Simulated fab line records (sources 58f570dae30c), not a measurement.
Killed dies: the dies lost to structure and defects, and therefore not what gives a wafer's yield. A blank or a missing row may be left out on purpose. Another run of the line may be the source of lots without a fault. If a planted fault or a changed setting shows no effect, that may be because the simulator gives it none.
Commonality check across tools ; flow berkeleyCmos170 ; Sampled: 14 lots, 42 wafers

REASON FOR OPENING
UCB170_PSD_TW_MEAS_10, reading PSD_TW: flagged on 2 of 14 lots. No-fault wafers: 2324, standard deviation 16.
Rule: a lot is flagged in two cases, either no wafer of it has a number, or all its wafers with numbers fall more than 4 standard deviations from that mean. As for the other lots, they are considered sound.

lot;measured;on;PSD_TW, wafer by wafer;flag
L266;day 6 23:01;filmMetro-03;2315 2316 2307;
L265;day 6 23:06;filmMetro-03;2327 2322 2318;
L270;day 8 09:37;filmMetro-01;1401 1395 1393;FLAGGED
L271;day 8 09:54;filmMetro-03;2325 2322 2339;
L272;day 8 19:48;filmMetro-03;1376 1377 1384;FLAGGED
L275;day 8 19:56;filmMetro-01;2327 2317 2305;
L273;day 8 20:11;filmMetro-03;2330 2321 2326;
L274;day 8 20:28;filmMetro-01;2315 2315 2325;
L279;day 10 01:14;filmMetro-03;2322 2323 2330;
L277;day 10 01:35;filmMetro-02;2359 2348 2350;
L281;day 10 12:04;filmMetro-01;2297 2309 2308;
L284;day 11 08:40;filmMetro-01;2321 2325 2319;
L283;day 11 08:56;filmMetro-01;2305 2315 2318;
L285;day 11 16:12;filmMetro-02;2344 2345 2345;
On average the flagged lots' numbers are 1388, which is -936 against the usual, or -59 standard deviations.

WHICH TOOL EACH LOT WENT THROUGH
3 process steps preceding the reading are held in the record, out of 331 steps in the route. Every cell lists first the tool, next ch and the chambers used by the sampled wafers, and last the start.
lot;flag;UCB170_NLDD_STRIP_10;UCB170_PSD_IMPLANT_08;UCB170_PSD_STRIP_09
L266;;plasmaAsher-04 ch 0,1, day 6 14:48;implanter-02 ch 0, day 6 22:46;plasmaAsher-02 ch 0,1, day 6 22:55
L265;;plasmaAsher-02 ch 0,1, day 6 16:07;implanter-03 ch 0, day 6 22:52;plasmaAsher-03 ch 0,1, day 6 23:00
L270;FLAGGED;plasmaAsher-01 ch 0,1, day 8 03:16;implanter-03 ch 0, day 8 09:23;plasmaAsher-02 ch 0,1, day 8 09:30
L271;;plasmaAsher-04 ch 0,1, day 8 02:58;implanter-04 ch 0, day 8 09:41;plasmaAsher-03 ch 0,1, day 8 09:49
L272;FLAGGED;plasmaAsher-02 ch 0,1, day 8 12:53;implanter-03 ch 0, day 8 19:33;plasmaAsher-03 ch 0,1, day 8 19:42
L275;;plasmaAsher-02 ch 0,1, day 8 12:19;implanter-04 ch 0, day 8 19:43;plasmaAsher-02 ch 0,1, day 8 19:51
L273;;plasmaAsher-04 ch 0,1, day 8 13:17;implanter-02 ch 0, day 8 19:58;plasmaAsher-01 ch 0,1, day 8 20:05
L274;;plasmaAsher-01 ch 0,1, day 8 13:01;implanter-04 ch 0, day 8 20:13;plasmaAsher-02 ch 0,1, day 8 20:22
L279;;plasmaAsher-02 ch 0,1, day 9 17:01;implanter-02 ch 0, day 10 01:01;plasmaAsher-01 ch 0,1, day 10 01:08
L277;;plasmaAsher-01 ch 0,1, day 9 17:17;implanter-04 ch 0, day 10 01:20;plasmaAsher-02 ch 0,1, day 10 01:29
L281;;plasmaAsher-02 ch 0,1, day 10 05:33;implanter-04 ch 0, day 10 11:49;plasmaAsher-01 ch 0,1, day 10 11:58
L284;;plasmaAsher-01 ch 0,1, day 11 00:41;implanter-04 ch 0, day 11 08:26;plasmaAsher-01 ch 0,1, day 11 08:35
L283;;plasmaAsher-04 ch 0,1, day 11 00:58;implanter-03 ch 0, day 11 08:43;plasmaAsher-03 ch 0,1, day 11 08:51
L285;;plasmaAsher-04 ch 0,1, day 11 09:20;implanter-02 ch 0, day 11 15:59;plasmaAsher-01 ch 0,1, day 11 16:06
What these steps do:
- UCB170_NLDD_STRIP_10: strips in O2.
- UCB170_PSD_IMPLANT_08
- UCB170_PSD_STRIP_09: strips in O2.
- UCB170_PSD_TW_MEAS_10

FLAGGED AGAINST TOTAL, ONE TOOL AT A TIME (gauges that did the reading follow at the end)
step;tool;lots run;flagged;share of the flagged lots;sound lots run after its first flagged lot
UCB170_NLDD_STRIP_10;plasmaAsher-01;4;1;some;3 (L274,L277,L284)
UCB170_NLDD_STRIP_10;plasmaAsher-02;5;1;some;2 (L279,L281)
UCB170_NLDD_STRIP_10;plasmaAsher-04;5;0;none;-
UCB170_PSD_IMPLANT_08;implanter-02;4;0;none;-
UCB170_PSD_IMPLANT_08;implanter-03;4;2;all;1 (L283)
UCB170_PSD_IMPLANT_08;implanter-04;6;0;none;-
UCB170_PSD_STRIP_09;plasmaAsher-01;5;0;none;-
UCB170_PSD_STRIP_09;plasmaAsher-02;5;1;some;3 (L275,L274,L277)
UCB170_PSD_STRIP_09;plasmaAsher-03;4;1;some;1 (L283)
UCB170_PSD_TW_MEAS_10;filmMetro-01;6;1;some;5 (L275,L274,L281,L284,L283)
UCB170_PSD_TW_MEAS_10;filmMetro-02;2;0;none;-
UCB170_PSD_TW_MEAS_10;filmMetro-03;6;1;some;2 (L273,L279)

WHAT THE TABLE PERMITS
In the table, 1 row covers all flagged lots: implanter-03 at UCB170_PSD_IMPLANT_08.
- implanter-03 at UCB170_PSD_IMPLANT_08: 2 of its 4 lots flagged. Sound lots ran on it after the first flagged one (L283), which a lasting fault on the whole tool wouldn't allow. Its own readings lie more than 4 standard deviations out on every wafer of the flagged lots: doseIonsCm2, endStationPressureTorr, faradayCurrentUA.
None of the table's rows ran every flagged lot and, after the first, no sound lot.

WHAT THE SIMULATOR PUT IN
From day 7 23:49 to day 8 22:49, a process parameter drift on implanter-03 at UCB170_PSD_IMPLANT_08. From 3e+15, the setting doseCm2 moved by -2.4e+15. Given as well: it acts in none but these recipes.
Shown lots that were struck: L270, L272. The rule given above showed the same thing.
